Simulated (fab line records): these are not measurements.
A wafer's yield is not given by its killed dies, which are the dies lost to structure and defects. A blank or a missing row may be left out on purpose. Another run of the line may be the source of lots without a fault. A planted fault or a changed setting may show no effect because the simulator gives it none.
Problem report, 8D (eight disciplines) form, completed by code || flow berkeleyCmos170 || the parts of the form that need people (team, actions taken, sign-off) are left out

## 1. THE ISSUE
PWELL_TW at UCB170_PWELL_TW_MEAS_17 reads a mean of 447.2 on 9 wafers of 3 lots; wafers without a fault read 378.1 with a standard deviation of 1.8. Relative to the usual mean, that is a shift of +38 standard deviations.
Seen first at day 5 17:27 on filmMetro-02, wafer L676.3. At this step, 45 wafers from 15 lots have a number in the record. Rule for "out" (also "out of limits"): further than 4 standard deviations from the usual mean. Any other wafer with a number is counted as sound.

## 2. WHAT IT IS AND WHAT IT IS NOT
{"question": "which readings at this step", "is": "PWELL_TW", "is not": "-"}
{"question": "which lots", "is": "L676, L677, L681", "is not": "L665, L666, L667, L668, L669, L671, L672, L674, L675, L678, L679, L688"}
{"question": "which wafers of those lots", "is": "all that have a number", "is not": "-"}
{"question": "read on which gauges", "is": "filmMetro-02, filmMetro-03, filmMetro-04", "is not": "-"}
{"question": "when", "is": "from day 5 17:27", "is not": "up to then (27 sound wafers); but 9 sound wafers of L678, L679, L688 came after"}

## 3. WHAT RULES OUT EACH SUSPECT
Counting: any tool at a process step up to the reading is kept as a suspect provided that every lot that is out went through it and no sound lot did after the first of them.
- ruled out: the gauge at UCB170_PWELL_TW_MEAS_17. Those wafers that are out were read across 3 gauges (filmMetro-02, filmMetro-03, filmMetro-04).
- implanter-03 at UCB170_PWELL_IMPLANT_15: kept. It ran every lot that is out, first L676 (day 5 17:14), and no sound lot after that; its last sound lot up to then is L674 (day 5 13:37). On those wafers its own readings are out: doseIonsCm2, faradayCurrentUA.
After counting, what remains is implanter-03 at UCB170_PWELL_IMPLANT_15.

## 4. THE CAUSE (what the simulator had put in)
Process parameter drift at UCB170_PWELL_IMPLANT_15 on implanter-03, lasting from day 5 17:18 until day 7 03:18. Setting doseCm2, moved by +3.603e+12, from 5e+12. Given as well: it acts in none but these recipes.
Only this tool survived the counting.

## 5. THE CHAIN OF EFFECTS, in route order
One row per reading whose mean, taken over the struck wafers that have a number, lies over 3 standard deviations from the usual. Only readings for which the record gives a usual standard deviation are gone through. hours: the time from each lot's start at the first step in this table that gives one to its start at this step, as a median over the lots. sigmas: the change in usual standard deviations.
{"hours": 0, "step": "UCB170_PWELL_IMPLANT_15", "reading": "doseIonsCm2", "usual": 5e+12, "on struck wafers": 9e+12, "change": "+4e+12", "sigmas": "+99 or more"}
{"hours": 0, "step": "UCB170_PWELL_IMPLANT_15", "reading": "faradayCurrentUA", "usual": 15.8, "on struck wafers": 27.2, "change": "+11.4", "sigmas": "+37"}
{"hours": 0, "step": "UCB170_PWELL_TW_MEAS_17", "reading": "PWELL_TW", "usual": 378.1, "on struck wafers": 447.2, "change": "+69.1", "sigmas": "+38"}
Process steps it contains:
- UCB170_PWELL_IMPLANT_15
At these later measuring or inspecting steps, every struck wafer for which the step has a row has a number for every such reading, and none has moved that far: UCB170_PVT_TW_MEAS_09, UCB170_V2_CD_MEAS_12, UCB170_M3_BOW_MEAS_20.

## 6. HOW IT WOULD HAVE BEEN CAUGHT EARLIER
In this record the first reading out of limits at a measuring or inspecting step was taken at day 5 17:27, 0 hours after the fault began at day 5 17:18.
Tool's own readings at UCB170_PWELL_IMPLANT_15, doseIonsCm2, faradayCurrentUA: out on all struck wafers the step has rows for; an alarm limit on them would have tripped on the first.
Among the 3 lots that are out, L677, L681 began UCB170_PWELL_IMPLANT_15 on implanter-03 after day 5 17:27. A hold on the tool at that time would have spared those 2.
